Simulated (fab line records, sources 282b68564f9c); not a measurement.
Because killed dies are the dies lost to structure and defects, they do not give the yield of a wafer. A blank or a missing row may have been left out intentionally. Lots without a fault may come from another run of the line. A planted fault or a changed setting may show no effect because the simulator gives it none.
fab line records	flow rit_cmos
[record] lots = 13	wafers = 39	last_day = 7
route steps=202 shown NWELL@34 SILICIDE@162 CONTACT@176 M1@184
lots untouched by any fault: they come from a run of this same line in which no faults occurred
start_h: hours from the record's opening day to when the first of the lot's shown wafers began	wait_h: how many hours have passed since the lot's step before this one	" same as the row above	L1.1+2: several wafers, shown together as one row	- no value, or no start given	* or withheld: withheld	< > ~ a bound
route shown NAME@n: a module of which the file shows steps, and the number in the route of the first	usual: mean/standard deviation of fault-free wafers	same: alike in all rows	chamber/n: place in a boat	sites: the reading at each site	_std_site: how widely they spread, as a standard deviation	_edge_site: inner sites' mean taken away from outer sites' mean	radius_mm: how far each site lies from the wafer's centre	mask NAME#n: copy n	behind: the most recent tool/chamber to have shaped the wafer	hold: why the lot was held/for how many hours/how that ended	device: which transistor (n, p or np) failed to switch	end of line: the route-end tests of the same wafers	a step given without rows: its recipe and nothing more	killed: not the wafer's yield, but the dies lost to structure and defects at the first sort	map: dies across one wafer; x = killed, . = not, _ = none there
set.NAME: the setting as run; set.NAME@STEP: as run at that earlier step	model.NAME: the simulator's own value behind a step, which no gauge read
one table for each step of the route and one row for each wafer, over a sample of lots
services: a tool's chamber out of use, with start hour (start_h, from the record's first day; less than 0 if before it), hours out, and reason
[[steps]]
[step RIT_NWELL_OVL_MEAS_06]
[usual] NWELL_OVL = 0.8/1.4
lot.wafer	tool	chamber	start_h	wait_h	NWELL_OVL[nm]
L808.2	overlay-01	-	20.60	-	0.3
L808.4	"	-	"	"	0.9
L808.6	"	-	"	"	3.1
L812.2	overlay-01	-	40.28	-	1.7
L812.4	"	-	"	"	1.8
L812.5	"	-	"	"	1.1
L814.1	overlay-02	-	51.77	-	-0.3
L814.4	"	-	"	"	1.2
L814.6	"	-	"	"	0.1
L815.1	overlay-02	-	55.50	-	0.9
L815.4	"	-	"	"	1.1
L815.6	"	-	"	"	2.2
L819.1	overlay-01	-	75.38	-	0.9
L819.2	"	-	"	"	2.1
L819.6	"	-	"	"	0.9
L820.3	overlay-01	-	81.03	-	1.6
L820.5	"	-	"	"	3.2
L820.6	"	-	"	"	1.9
L821.3	overlay-02	-	86.17	-	1.6
L821.4	"	-	"	"	-0.2
L821.6	"	-	"	"	-1.0
L822.1	overlay-02	-	92.07	-	0.8
L822.2	"	-	"	"	1.3
L822.5	"	-	"	"	1.8
L824.1	overlay-01	-	101.03	-	-1.8
L824.5	"	-	"	"	0.5
L824.6	"	-	"	"	0.3
L825.2	overlay-02	-	105.46	-	-1.4
L825.3	"	-	"	"	-0.9
L825.5	"	-	"	"	-0.1
L826.2	overlay-02	-	111.46	-	0.3
L826.3	"	-	"	"	0.4
L826.4	"	-	"	"	0.7
L830.2	overlay-02	-	131.29	-	-0.8
L830.3	"	-	"	"	0.4
L830.5	"	-	"	"	0.4
L831.1	overlay-02	-	135.28	-	-1.7
L831.3	"	-	"	"	0.5
L831.5	"	-	"	"	-0.6
[step RIT_SILICIDE_SPUTTER_01]
[recipe] material = Ti	target_thk_nm = 30	power_w = 350	chamber_pressure_pa = 0.667	gas = Ar	time_s = 233.6	substrate_temp_c = 25
[usual] throttle_valve_pct = 30.5/0.62
[same] time_s = 233.6
lot.wafer	tool	chamber	start_h	wait_h	throttle_valve_pct
L808.2	pvd_sputter-03	-	50.25	0.0	31.1
L808.4	"	-	"	"	29.9
L808.6	"	-	"	"	31.1
L812.2	pvd_sputter-03	-	71.32	0.0	30.4
L812.4	"	-	"	"	31.0
L812.5	"	-	"	"	29.6
L814.1	pvd_sputter-03	-	80.31	0.0	30.1
L814.4	"	-	"	"	30.6
L814.6	"	-	"	"	30.4
L815.1	pvd_sputter-02	-	84.37	0.0	30.6
L815.4	"	-	"	"	30.3
L815.6	"	-	"	"	30.7
L819.1	pvd_sputter-02	-	106.00	0.0	30.5
L819.2	"	-	"	"	30.7
L819.6	"	-	"	"	30.3
L820.3	pvd_sputter-03	-	111.15	0.0	31.1
L820.5	"	-	"	"	29.9
L820.6	"	-	"	"	30.9
L821.3	pvd_sputter-02	-	115.44	0.0	31.7
L821.4	"	-	"	"	30.5
L821.6	"	-	"	"	30.7
L822.1	pvd_sputter-03	-	123.67	0.0	29.9
L822.2	"	-	"	"	31.0
L822.5	"	-	"	"	30.3
L824.1	pvd_sputter-04	-	130.33	0.0	30.5
L824.5	"	-	"	"	30.4
L824.6	"	-	"	"	29.0
L825.2	pvd_sputter-02	-	135.81	0.0	30.6
L825.3	"	-	"	"	30.7
L825.5	"	-	"	"	30.5
L826.2	pvd_sputter-03	-	141.21	0.0	30.1
L826.3	"	-	"	"	29.9
L826.4	"	-	"	"	31.0
L830.2	pvd_sputter-03	-	160.27	0.0	30.2
L830.3	"	-	"	"	30.3
L830.5	"	-	"	"	30.4
L831.1	pvd_sputter-02	-	164.22	0.0	31.6
L831.3	"	-	"	"	30.9
L831.5	"	-	"	"	31.5
[step RIT_CONTACT_CD_MEAS_08]
[recipe] target_cd_nm = 1000
[usual] cd_nm = 999.3/1.8
lot.wafer	tool	chamber	start_h	wait_h	cd_nm
L808.2	cd_sem-01	-	51.92	-	998.5
L808.4	"	-	"	"	997.4
L808.6	"	-	"	"	998.3
L812.2	cd_sem-01	-	72.97	-	998.8
L812.4	"	-	"	"	1000.7
L812.5	"	-	"	"	1001.1
L814.1	cd_sem-02	-	82.01	-	997.1
L814.4	"	-	"	"	997.4
L814.6	"	-	"	"	996.3
L815.1	cd_sem-02	-	86.36	-	1000.5
L815.4	"	-	"	"	998.8
L815.6	"	-	"	"	998.4
L819.1	cd_sem-01	-	107.62	-	1000.3
L819.2	"	-	"	"	1001.6
L819.6	"	-	"	"	1000.7
L820.3	cd_sem-02	-	112.80	-	998.2
L820.5	"	-	"	"	997.4
L820.6	"	-	"	"	996.9
L821.3	cd_sem-02	-	117.07	-	1000.0
L821.4	"	-	"	"	1002.1
L821.6	"	-	"	"	1002.0
L822.1	cd_sem-01	-	125.39	-	998.9
L822.2	"	-	"	"	999.6
L822.5	"	-	"	"	998.3
L824.1	cd_sem-01	-	132.05	-	998.4
L824.5	"	-	"	"	1000.5
L824.6	"	-	"	"	999.5
L825.2	cd_sem-02	-	137.41	-	997.5
L825.3	"	-	"	"	999.5
L825.5	"	-	"	"	999.2
L826.2	cd_sem-02	-	142.94	-	998.0
L826.3	"	-	"	"	999.8
L826.4	"	-	"	"	1000.1
L830.2	cd_sem-02	-	161.88	-	1001.1
L830.3	"	-	"	"	999.3
L830.5	"	-	"	"	997.3
L831.1	cd_sem-02	-	165.81	-	1000.1
L831.3	"	-	"	"	997.0
L831.5	"	-	"	"	997.1
[step RIT_M1_SPUTTER_00]
[recipe] material = Al	target_thk_nm = 400	power_w = 2000	chamber_pressure_pa = 0.4	gas = Ar	time_s = 500	substrate_temp_c = 25
[usual] throttle_valve_pct = 30.1/0.8
lot.wafer	tool	chamber	start_h	wait_h	throttle_valve_pct
L808.2	pvd_sputter-01	-	53.06	0.0	29.9
L808.4	"	-	"	"	30.6
L808.6	"	-	"	"	30.1
L812.2	pvd_sputter-01	-	74.13	0.0	29.9
L812.4	"	-	"	"	30.5
L812.5	"	-	"	"	31.0
L814.1	pvd_sputter-01	-	83.17	0.0	30.6
L814.4	"	-	"	"	30.2
L814.6	"	-	"	"	30.3
L815.1	pvd_sputter-04	-	87.63	0.0	28.9
L815.4	"	-	"	"	30.5
L815.6	"	-	"	"	30.6
L819.1	pvd_sputter-04	-	108.79	0.0	30.6
L819.2	"	-	"	"	28.5
L819.6	"	-	"	"	28.8
L820.3	pvd_sputter-01	-	113.96	0.0	30.4
L820.5	"	-	"	"	31.1
L820.6	"	-	"	"	30.1
L821.3	pvd_sputter-04	-	118.19	0.0	30.5
L821.4	"	-	"	"	30.4
L821.6	"	-	"	"	30.3
L822.1	pvd_sputter-01	-	126.55	0.0	29.9
L822.2	"	-	"	"	30.8
L822.5	"	-	"	"	30.2
L824.1	pvd_sputter-01	-	133.40	0.0	30.4
L824.5	"	-	"	"	29.9
L824.6	"	-	"	"	30.4
L825.2	pvd_sputter-04	-	138.57	0.0	28.7
L825.3	"	-	"	"	30.3
L825.5	"	-	"	"	29.1
L826.2	pvd_sputter-01	-	144.07	0.0	30.9
L826.3	"	-	"	"	30.4
L826.4	"	-	"	"	30.2
L830.2	pvd_sputter-01	-	163.02	0.0	31.3
L830.3	"	-	"	"	30.6
L830.5	"	-	"	"	30.8
L831.1	pvd_sputter-04	-	166.97	0.0	28.5
L831.3	"	-	"	"	28.8
L831.5	"	-	"	"	28.5
[step RIT_M1_RS_MEAS_01]
[recipe] thk_meas_gauge = four-point-probe	reads = Al_of_M1_SPUTTER_00
[usual] M1_AL_RS = 0.0737/0.00078
lot.wafer	tool	chamber	start_h	wait_h	M1_AL_RS[ohm/sq]
L808.2	film_metro-03	-	53.37	0.2	0.0737
L808.4	"	-	"	"	0.0743
L808.6	"	-	"	"	0.0738
L812.2	film_metro-04	-	74.45	0.2	0.0741
L812.4	"	-	"	"	0.0740
L812.5	"	-	"	"	0.0737
L814.1	film_metro-03	-	83.47	0.1	0.0739
L814.4	"	-	"	"	0.0739
L814.6	"	-	"	"	0.0742
L815.1	film_metro-03	-	87.92	0.1	0.0729
L815.4	"	-	"	"	0.0730
L815.6	"	-	"	"	0.0728
L819.1	film_metro-02	-	109.09	0.1	0.0743
L819.2	"	-	"	"	0.0737
L819.6	"	-	"	"	0.0730
L820.3	film_metro-02	-	114.29	0.2	0.0739
L820.5	"	-	"	"	0.0732
L820.6	"	-	"	"	0.0739
L821.3	film_metro-03	-	118.53	0.2	0.0750
L821.4	"	-	"	"	0.0747
L821.6	"	-	"	"	0.0750
L822.1	film_metro-03	-	126.84	0.1	0.0738
L822.2	"	-	"	"	0.0735
L822.5	"	-	"	"	0.0739
L824.1	film_metro-03	-	133.70	0.1	0.0736
L824.5	"	-	"	"	0.0738
L824.6	"	-	"	"	0.0737
L825.2	film_metro-02	-	138.88	0.2	0.0745
L825.3	"	-	"	"	0.0741
L825.5	"	-	"	"	0.0748
L826.2	film_metro-02	-	144.38	0.2	0.0726
L826.3	"	-	"	"	0.0733
L826.4	"	-	"	"	0.0731
L830.2	film_metro-04	-	163.34	0.2	0.0702
L830.3	"	-	"	"	0.0709
L830.5	"	-	"	"	0.0702
L831.1	film_metro-04	-	167.26	0.1	0.0743
L831.3	"	-	"	"	0.0749
L831.5	"	-	"	"	0.0749
[step RIT_M1_THK_MEAS_02]
[recipe] thk_meas_gauge = xrf	reads = Al_of_M1_SPUTTER_00
[usual] M1_AL_THK = 394/5
lot.wafer	tool	chamber	start_h	wait_h	M1_AL_THK[nm]
L808.2	film_metro-03	-	53.48	0.1	398
L808.4	"	-	"	"	395
L808.6	"	-	"	"	397
L812.2	film_metro-04	-	74.56	0.1	394
L812.4	"	-	"	"	395
L812.5	"	-	"	"	395
L814.1	film_metro-03	-	83.59	0.1	395
L814.4	"	-	"	"	395
L814.6	"	-	"	"	391
L815.1	film_metro-03	-	88.04	0.1	399
L815.4	"	-	"	"	400
L815.6	"	-	"	"	402
L819.1	film_metro-02	-	109.21	0.1	390
L819.2	"	-	"	"	390
L819.6	"	-	"	"	396
L820.3	film_metro-02	-	114.39	0.1	389
L820.5	"	-	"	"	394
L820.6	"	-	"	"	389
L821.3	film_metro-03	-	118.63	0.1	390
L821.4	"	-	"	"	392
L821.6	"	-	"	"	388
L822.1	film_metro-03	-	126.96	0.1	395
L822.2	"	-	"	"	395
L822.5	"	-	"	"	392
L824.1	film_metro-03	-	133.82	0.1	396
L824.5	"	-	"	"	392
L824.6	"	-	"	"	394
L825.2	film_metro-02	-	138.99	0.1	387
L825.3	"	-	"	"	390
L825.5	"	-	"	"	386
L826.2	film_metro-02	-	144.49	0.1	393
L826.3	"	-	"	"	389
L826.4	"	-	"	"	392
L830.2	film_metro-04	-	163.45	0.1	411
L830.3	"	-	"	"	409
L830.5	"	-	"	"	412
L831.1	film_metro-04	-	167.38	0.1	392
L831.3	"	-	"	"	386
L831.5	"	-	"	"	388
[step RIT_M1_PROBE_99]
[usual] defect_limited_yield = 97.4/1.1	killed_at_M0_to_M3 = 0.0/0.18	killed_at_contacts = 0.1/0.27	killed_at_front_end = 6.6/3	killed_dies = 7/3	killed_open = 3.3/2	killed_short = 3.4/2	sort_bin_3_pad_short = 0.1/0.25	sort_bin_5_function = 1.5/0.86	sort_bin_6_memory = 0.9/0.63	sort_n_pass = 257/3	sort_yield_pct = 97.4/1.1
[same] gross_dies = 264	killed_at_M4_up = 0	killed_at_back_side = 0	killed_at_other = 0
lot.wafer	tool	chamber	start_h	wait_h	defect_limited_yield[%]	killed_at_M0_to_M3	killed_at_contacts	killed_at_front_end	killed_dies	killed_open	killed_short	sort_bin_3_pad_short[%]	sort_bin_5_function[%]	sort_bin_6_memory[%]	sort_n_pass	sort_yield_pct[%]
L808.2	prober-01	-	57.39	0.1	97.3	0	1	6	7	4	3	0	2.3	0.4	257	97.3
L808.4	prober-01	-	57.49	0.2	98.5	0	0	4	4	3	1	0	1.1	0.4	260	98.5
L808.6	prober-01	-	57.59	0.2	96.2	0	0	10	10	3	7	1.1	1.5	1.1	254	96.2
L812.2	prober-01	-	78.52	0.1	97.7	0	0	6	6	5	1	0	1.9	0.4	258	97.7
L812.4	prober-01	-	78.62	0.2	96.2	0	0	10	10	5	5	0.8	1.1	1.9	254	96.2
L812.5	prober-01	-	78.67	0.2	96.2	0	0	10	10	8	2	0	1.9	1.9	254	96.2
L814.1	prober-01	-	88.78	0.1	98.9	0	0	3	3	1	2	0.4	0.4	0.4	261	98.9
L814.4	prober-01	-	88.93	0.2	98.1	0	0	5	5	2	3	0	0	1.9	259	98.1
L814.6	prober-01	-	89.03	0.2	99.6	0	0	1	1	0	1	0	0.4	0	263	99.6
L815.1	prober-02	-	91.66	0.1	97.7	0	0	6	6	3	3	0	1.1	1.1	258	97.7
L815.4	prober-02	-	91.81	0.2	98.9	0	0	3	3	1	2	0.4	0.8	0	261	98.9
L815.6	prober-02	-	91.91	0.2	97.7	0	0	6	6	3	3	0.4	0	1.9	258	97.7
L819.1	prober-02	-	112.97	0.1	95.8	0	0	11	11	7	4	0	3.4	0.8	253	95.8
L819.2	prober-02	-	113.02	0.1	97.3	0	0	7	7	2	5	0	1.1	1.5	257	97.3
L819.6	prober-02	-	113.22	0.2	96.2	0	0	10	10	6	3	0	2.7	1.1	254	96.2
L820.3	prober-02	-	118.94	0.2	98.1	0	0	5	5	1	4	0	1.1	0.8	259	98.1
L820.5	prober-02	-	119.04	0.2	98.1	0	0	5	5	3	2	0.4	0	1.5	259	98.1
L820.6	prober-02	-	119.09	0.2	96.2	0	0	10	10	5	5	0.4	1.9	1.5	254	96.2
L821.3	prober-01	-	122.46	0.2	97.0	0	0	8	8	4	4	0	2.7	0.4	256	97.0
L821.4	prober-01	-	122.51	0.2	98.1	0	0	5	5	2	3	0	0.4	1.5	259	98.1
L821.6	prober-01	-	122.61	0.2	98.1	0	0	5	5	5	0	0	1.5	0.4	259	98.1
L822.1	prober-02	-	130.82	0.1	98.9	0	0	3	3	1	2	0	0.4	0.8	261	98.9
L822.2	prober-02	-	130.87	0.1	97.0	0	0	8	8	6	2	0	1.9	1.1	256	97.0
L822.5	prober-02	-	131.02	0.2	100.0	0	0	0	0	0	0	0	0	0	264	100.0
L824.1	prober-02	-	137.61	0.1	98.1	0	0	5	5	2	3	0	0.8	1.1	259	98.1
L824.5	prober-02	-	137.81	0.2	98.1	0	0	5	5	2	3	0	1.5	0.4	259	98.1
L824.6	prober-02	-	137.86	0.2	95.8	0	1	10	11	5	6	0	3.8	0.4	253	95.8
L825.2	prober-01	-	143.49	0.1	95.1	0	1	12	13	9	4	0.4	2.3	2.3	251	95.1
L825.3	prober-01	-	143.54	0.2	98.1	0	0	5	5	3	2	0	1.5	0.4	259	98.1
L825.5	prober-01	-	143.64	0.2	98.9	0	0	3	3	1	2	0.4	0.4	0.4	261	98.9
L826.2	prober-02	-	148.13	0.1	96.2	0	0	10	10	2	8	0.4	1.9	1.5	254	96.2
L826.3	prober-02	-	148.18	0.2	97.0	0	0	8	8	5	3	0.4	2.7	0	256	97.0
L826.4	prober-02	-	148.23	0.2	96.2	0	0	10	10	2	8	0.4	2.7	0.8	254	96.2
L830.2	prober-01	-	167.08	0.1	98.5	0	0	4	4	0	4	0.4	0.8	0.4	260	98.5
L830.3	prober-01	-	167.13	0.2	98.1	0	0	5	5	2	3	0	0	1.9	259	98.1
L830.5	prober-01	-	167.23	0.2	97.7	0	0	6	6	5	1	0.4	1.1	0.8	258	97.7
L831.1	prober-02	-	171.00	0.1	95.1	1	1	11	13	8	5	0.8	2.7	1.5	251	95.1
L831.3	prober-02	-	171.10	0.2	98.1	0	0	5	5	3	2	0	0.4	1.5	259	98.1
L831.5	prober-02	-	171.20	0.2	96.2	0	1	9	10	6	4	0	2.7	1.1	254	96.2
// killed by level:class
L808.2 GATE:geometric_particle:open=2 SPACER:geometric_particle:short=2 REOX:geometric_particle:open=1 REOX:geometric_particle:short=1 CONTACT:geometric_particle:open=1
L808.4 SPACER:geometric_particle:open=2 GATE:geometric_particle:open=1 GATE:geometric_particle:short=1
L808.6 GATE:geometric_particle:short=6 FOX1:geometric_particle:open=1 REOX:geometric_particle:open=1 SPACER:geometric_particle:short=1 SPACER:geometric_particle:open=1
L812.2 REOX:geometric_particle:open=2 SPACER:geometric_particle:open=2 GATE:geometric_particle:open=1 REOX:geometric_particle:short=1
L812.4 FOX2:geometric_particle:short=2 REOX:geometric_particle:open=2 FOX1:geometric_particle:open=1 FOX1:geometric_particle:short=1 FOX2:geometric_particle:open=1 GATE:geometric_particle:short=1 REOX:geometric_particle:short=1 SPACER:geometric_particle:open=1
L812.5 SPACER:geometric_particle:open=3 GATE:geometric_particle:open=2 SPACER:geometric_particle:short=2 SILICIDE:geometric_particle:open=2 FOX1:geometric_particle:open=1
L814.1 GATE:geometric_particle:open=1 REOX:geometric_particle:short=1 SILICIDE:geometric_particle:short=1
L814.4 GATE:geometric_particle:short=3 GATE:geometric_particle:open=1 REOX:geometric_particle:open=1
L814.6 GATE:geometric_particle:short=1
L815.1 GATE:geometric_particle:open=2 REOX:geometric_particle:short=2 FOX2:geometric_particle:open=1 SPACER:geometric_particle:short=1
L815.4 FOX2:geometric_particle:short=1 GATE:geometric_particle:short=1 SILICIDE:geometric_particle:open=1
L815.6 GATE:geometric_particle:short=3 FOX2:geometric_particle:open=1 GATE:geometric_particle:open=1 REOX:geometric_particle:open=1
L819.1 GATE:geometric_particle:open=3 FOX2:geometric_particle:open=2 GATE:geometric_particle:short=2 FOX1:geometric_particle:short=1 REOX:geometric_particle:open=1 SPACER:geometric_particle:open=1 SPACER:geometric_particle:short=1
L819.2 SPACER:geometric_particle:short=2 FOX2:geometric_particle:short=1 GATE:geometric_particle:short=1 GATE:geometric_particle:open=1 SPACER:geometric_particle:open=1 SILICIDE:geometric_particle:short=1
L819.6 FOX1:geometric_particle:open=2 GATE:geometric_particle:open=2 GATE:geometric_particle:short=1 REOX:geometric_particle:open=1 REOX:geometric_particle:short=1 SPACER:geometric_particle:short=1 SPACER:geometric_particle:open=1 NWELL:coat_microbubble_printed=1
L820.3 ACTIVE:geometric_particle:short=1 FOX1:geometric_particle:short=1 GATE:geometric_particle:short=1 SILICIDE:geometric_particle:open=1 SILICIDE:geometric_particle:short=1
L820.5 FOX1:geometric_particle:short=1 FOX2:geometric_particle:open=1 GATE:geometric_particle:open=1 SPACER:geometric_particle:open=1 SILICIDE:geometric_particle:short=1
L820.6 FOX1:geometric_particle:open=2 GATE:geometric_particle:short=2 FOX1:geometric_particle:short=1 FOX2:geometric_particle:open=1 GATE:geometric_particle:open=1 SPACER:geometric_particle:open=1 SPACER:geometric_particle:short=1 SILICIDE:geometric_particle:short=1
L821.3 GATE:geometric_particle:short=3 FOX2:geometric_particle:open=1 GATE:geometric_particle:open=1 REOX:geometric_particle:open=1 SPACER:geometric_particle:open=1 SILICIDE:geometric_particle:short=1
L821.4 SILICIDE:geometric_particle:short=2 FOX2:geometric_particle:open=1 GATE:geometric_particle:short=1 SPACER:geometric_particle:open=1
L821.6 FOX2:geometric_particle:open=1 GATE:geometric_particle:open=1 REOX:geometric_particle:open=1 SPACER:geometric_particle:open=1 SILICIDE:geometric_particle:open=1
L822.1 SPACER:geometric_particle:short=2 GATE:geometric_particle:open=1
L822.2 GATE:geometric_particle:open=3 SPACER:geometric_particle:open=2 GATE:geometric_particle:short=1 REOX:geometric_particle:open=1 SPACER:geometric_particle:short=1
L824.1 FOX1:geometric_particle:short=1 GATE:geometric_particle:short=1 SPACER:geometric_particle:open=1 SILICIDE:geometric_particle:short=1 SILICIDE:geometric_particle:open=1
L824.5 FOX1:geometric_particle:short=1 GATE:geometric_particle:short=1 REOX:geometric_particle:short=1 SPACER:geometric_particle:open=1 SILICIDE:geometric_particle:open=1
L824.6 REOX:geometric_particle:short=3 FOX1:geometric_particle:open=2 FOX1:geometric_particle:short=1 GATE:geometric_particle:open=1 GATE:geometric_particle:short=1 REOX:geometric_particle:open=1 SILICIDE:geometric_particle:short=1 CONTACT:geometric_particle:open=1
L825.2 GATE:geometric_particle:open=5 GATE:geometric_particle:short=3 FOX1:geometric_particle:open=1 REOX:geometric_particle:open=1 SPACER:geometric_particle:open=1 SPACER:geometric_particle:short=1 CONTACT:geometric_particle:open=1
L825.3 GATE:geometric_particle:open=2 FOX1:geometric_particle:open=1 FOX2:geometric_particle:short=1 SILICIDE:geometric_particle:short=1
L825.5 FOX2:geometric_particle:open=1 GATE:geometric_particle:short=1 REOX:geometric_particle:short=1
L826.2 SILICIDE:geometric_particle:short=3 SPACER:geometric_particle:short=2 FOX1:geometric_particle:short=1 FOX2:geometric_particle:short=1 FOX2:geometric_particle:open=1 GATE:geometric_particle:open=1 GATE:geometric_particle:short=1
L826.3 FOX2:geometric_particle:open=2 GATE:geometric_particle:short=2 FOX2:geometric_particle:short=1 GATE:geometric_particle:open=1 REOX:geometric_particle:open=1 SILICIDE:geometric_particle:open=1
L826.4 FOX1:geometric_particle:open=2 FOX2:geometric_particle:short=2 GATE:geometric_particle:short=2 SILICIDE:geometric_particle:short=2 SPACER:geometric_particle:short=1 REOX:geometric_particle:short=1
L830.2 SPACER:geometric_particle:short=2 GATE:geometric_particle:short=1 SILICIDE:geometric_particle:short=1
L830.3 GATE:geometric_particle:short=2 GATE:geometric_particle:open=1 REOX:geometric_particle:open=1 SPACER:geometric_particle:short=1
L830.5 SPACER:geometric_particle:open=2 FOX1:geometric_particle:open=1 FOX2:geometric_particle:open=1 GATE:geometric_particle:open=1 GATE:geometric_particle:short=1
L831.1 SPACER:geometric_particle:open=3 GATE:geometric_particle:short=2 REOX:geometric_particle:open=2 GATE:geometric_particle:open=1 REOX:geometric_particle:short=1 SPACER:geometric_particle:short=1 CONTACT:geometric_particle:open=1 SILICIDE:geometric_particle:short=1
L831.3 SPACER:geometric_particle:short=2 SILICIDE:geometric_particle:open=2 GATE:geometric_particle:open=1
L831.5 GATE:geometric_particle:short=3 SPACER:geometric_particle:open=3 REOX:geometric_particle:open=1 SILICIDE:geometric_particle:open=1 SILICIDE:geometric_particle:short=1 CONTACT:geometric_particle:open=1
[[services]]
tool	chamber	start_h	hours	kind
pvd_sputter-02	-	94.22	0.6	repair
pvd_sputter-04	-	139.98	4.9	repair
pvd_sputter-03	-	161.65	2.2	repair
[[key]]
[first_sign] step = RIT_M1_RS_MEAS_01	reading = M1_AL_RS	direction = down	sigmas = 4.2	usual = 0.0737	struck = 0.0705
[effect] step = RIT_M1_THK_MEAS_02	reading = M1_AL_THK	direction = up	sigmas = 3.3	usual = 394	struck = 411
met_at RIT_M1_SPUTTER_00
struck_lots L830
not_acting_at RIT_NWELL_OVL_MEAS_06,RIT_SILICIDE_SPUTTER_01,RIT_CONTACT_CD_MEAS_08
onset_between 144.07 163.02
[fault] kind = process_parameter_drift	tool = pvd_sputter-01	chamber = -	onset_h = 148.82	steps = RIT_M1_SPUTTER_00	channel = target_thk_nm	offset = 17.569	shape = step	stated = 400
